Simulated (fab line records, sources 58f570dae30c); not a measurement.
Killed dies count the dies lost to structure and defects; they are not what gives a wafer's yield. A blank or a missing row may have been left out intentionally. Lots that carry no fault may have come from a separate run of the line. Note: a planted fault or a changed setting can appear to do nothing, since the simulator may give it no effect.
Which tool was responsible?	flow berkeley-cmos170	42 wafers from 14 lots sampled at 3 of the route's 331 steps

== WHAT EACH GAUGE READ, for each wafer ==
UCB170_V2_CD_MEAS_12: the cd target is 700 nm.
lot	measured	on	cd-nm (nm)
L933	day 9 15:50	cd-sem-02	702.3 703.1 702.0
L934	day 9 04:23	cd-sem-02	701.2 700.6 699.7
L935	day 9 17:23	cd-sem-02	696.9 697.5 696.9
L936	day 9 13:49	cd-sem-02	700.7 700.0 701.3
L938	day 10 00:21	cd-sem-02	700.8 699.4 702.5
L937	day 9 20:01	cd-sem-01	698.7 699.9 698.5
L939	day 10 00:39	cd-sem-01	701.7 701.2 700.4
L948	day 13 00:59	cd-sem-01	701.8 703.8 702.2
L950	day 13 01:29	cd-sem-02	700.9 700.7 700.6
L952	day 14 06:20	cd-sem-01	700.6 699.3 699.4
L955	day 14 22:58	cd-sem-01	700.2 700.1 700.2
L954	day 14 22:46	cd-sem-01	697.2 698.4 696.8

== WHAT TOOL EACH LOT RAN ON (gives the tool, then ch and the chambers of the sampled wafers, and finally the start) ==
lot	UCB170_NWELL_STRIP_15	UCB170_CONTACT_ETCH_18
L933	plasma-asher-01 ch 0,1, day 3 01:52	rie-diel-02 ch 0,1, day 9 04:00
L934	plasma-asher-04 ch 0,1, day 3 02:04	rie-diel-01 ch 2,3, day 8 15:00
L935	plasma-asher-03 ch 0,1, day 3 02:19	rie-diel-03 ch 0,2, day 9 05:00
L936	plasma-asher-03 ch 0,1, day 3 15:10	rie-diel-02 ch 0,2, day 9 03:00
L938	plasma-asher-04 ch 0,1, day 3 22:34	rie-diel-03 ch 0,1,2, day 9 08:00
L937	plasma-asher-03 ch 0,1, day 3 22:50	rie-diel-03 ch 0,1, day 9 06:00
L939	plasma-asher-01 ch 0,1, day 4 03:36	rie-diel-02 ch 0,2, day 9 08:00
L942	plasma-asher-03 ch 0,1, day 4 12:09	rie-diel-03 ch 1,2, day 10 03:00
L943	plasma-asher-01 ch 0,1, day 4 19:10	rie-diel-03 ch 2,3, day 10 15:00
L948	plasma-asher-04 ch 0,1, day 5 22:02	rie-diel-02 ch 2,3, day 12 07:00
L950	plasma-asher-01 ch 0,1, day 6 09:04	rie-diel-01 ch 0,1,2, day 12 09:00
L952	plasma-asher-01 ch 0,1, day 6 21:04	rie-diel-03 ch 0,1,2, day 13 14:00
L955	plasma-asher-01 ch 1, day 7 07:31	rie-diel-01 ch 0,1,2, day 14 09:00
L954	plasma-asher-04 ch 0,1, day 7 07:46	rie-diel-01 ch 0,1, day 14 08:00
- UCB170_NWELL_STRIP_15: strips in O2.
- UCB170_CONTACT_ETCH_18: etches PSG in CHF3/CF4/Ar, stops on TiSi2, target depth 840 nm, time 195 s.

== WHAT THE TOOLS THEMSELVES READ (means of the sampled wafers that have a number; where no wafer has one, the mark that the record gives instead) ==
UCB170_NWELL_STRIP_15.
lot	tool	drypump-motor-current-A (A)	oes-product-au (a.u.)	strip-time-to-endpoint-s (s)
L933	plasma-asher-01	5.3	0.714	17.95
L934	plasma-asher-04	5.6	0.719	18.13
L935	plasma-asher-03	5.5	0.720	17.96
L936	plasma-asher-03	6.0	0.719	17.98
L938	plasma-asher-04	5.5	0.721	17.91
L937	plasma-asher-03	5.5	0.722	17.97
L939	plasma-asher-01	5.3	0.722	17.99
L942	plasma-asher-03	5.5	0.716	18.03
L943	plasma-asher-01	5.7	0.717	17.92
L948	plasma-asher-04	5.6	0.723	18.09
L950	plasma-asher-01	5.3	0.715	18.07
L952	plasma-asher-01	5.7	0.723	18.10
L955	plasma-asher-01	6.2	0.720	18.03
L954	plasma-asher-04	5.6	0.718	17.94

UCB170_CONTACT_ETCH_18.
lot	tool	drypump-motor-current-A (A)	oes-product-au (a.u.)	throttle-valve-pct (%)
L933	rie-diel-02	5.3	0.901	6.97
L934	rie-diel-01	6.0	0.902	6.76
L935	rie-diel-03	5.6	0.876	6.88
L936	rie-diel-02	5.7	0.874	7.03
L938	rie-diel-03	5.4	0.895	6.89
L937	rie-diel-03	5.6	0.893	6.95
L939	rie-diel-02	5.5	0.880	7.05
L942	rie-diel-03	5.0	0.796	6.84
L943	rie-diel-03	5.1	0.789	6.86
L948	rie-diel-02	6.0	0.876	6.99
L950	rie-diel-01	5.8	0.905	6.96
L952	rie-diel-03	5.4	0.891	6.87
L955	rie-diel-01	5.8	0.913	6.96
L954	rie-diel-01	5.8	0.911	7.00

== THE ANSWER, worked out from the rows above alone ==
Rule: the usual values come from the lots themselves. Put in order of their means at a reading, lots are off if they are a third of the lots or fewer, leave a main group of 4 or more, and stand apart from it by a gap of 3 or more times the standard deviation of the main group's means; of several such gaps the widest counts. A main group is skipped when, at the precision printed for the reading in the tables above, its means are all equal. Also off: a lot with no number at a reading for which 4 or more lots have one. Any other lot the step has rows for is counted as sound. Order of review: gauges by route order, followed by the tools' own readings, for which a lot's mean as printed above is used. The first step at which some lot is off is used, and at that step the reading that is off furthest; a lot without a number counts as furthest.
Off: L942, L943 (UCB170_CONTACT_ETCH_18, oes-product-au). Main group: mean 0.893 a.u., sd 0.013.
If a tool, at that step or one of the process steps before it, ran each lot that is off and ran no sound lot following the first of them, it fits. Of those tried, none fits.

== WHAT THE SIMULATOR HAD PUT IN ==
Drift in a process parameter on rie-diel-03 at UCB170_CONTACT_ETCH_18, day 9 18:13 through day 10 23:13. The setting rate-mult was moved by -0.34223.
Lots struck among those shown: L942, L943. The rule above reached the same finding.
